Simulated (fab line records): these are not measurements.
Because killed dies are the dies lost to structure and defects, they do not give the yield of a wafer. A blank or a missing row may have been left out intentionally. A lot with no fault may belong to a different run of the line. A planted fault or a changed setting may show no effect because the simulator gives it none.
Matching of chambers ; flow berkeley-cmos170 ; UCB170_PWELL_ETCH_14 on rie-diel-02: 4 sister chambers
The step etches Si3N4 in CH3F/Ar/O2, stops on SiO2, target depth 242 nm, time 151 s. 4 wafers are shown with their chamber, then 9 later ones without.

== WAFERS PAIRED WITH THEIR CHAMBERS ==
wafer;chamber;drypump-motor-current-A (A)
L083.1;1;5.8
L087.3;0;5.6
L091.4;2;5.8
L091.5;3;4.9

== WAFERS WITH NO CHAMBER GIVEN ==
wafer;drypump-motor-current-A (A)
L092.4;5.7
L092.5;5.0
L092.6;5.6
L094.3;4.9
L094.5;4.9
L094.6;5.6
L095.1;5.6
L095.5;5.8
L095.6;5.8

== EACH ONE'S CHAMBER ==
wafer;from the rows above;in truth
L092.4;can't be placed: 1 or 2 or 0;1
L092.5;3;3
L092.6;0;0
L094.3;3;3
L094.5;3;3
L094.6;0;0
L095.1;0;0
L095.5;can't be placed: 1 or 2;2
L095.6;can't be placed: 1 or 2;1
Correct placement for 6 of the 9. Unplaceable from these rows: 3, with the true chamber sitting among the candidates in 3. Number placed wrongly: 0.
How it was worked out, from the rows above alone: a wafer's distance from a chamber is the root of the sum, over the readings, of the square of ((its reading less the chamber's mean) divided by the reading's scatter). The wafer belongs to the nearest chamber; if the next one is less than 2 further off, it can't be placed. Each chamber's mean is taken over the wafers shown for it. The scatter: with one shown wafer a chamber, the root of the mean of the squares of how far each hidden wafer lies from its nearest shown one.
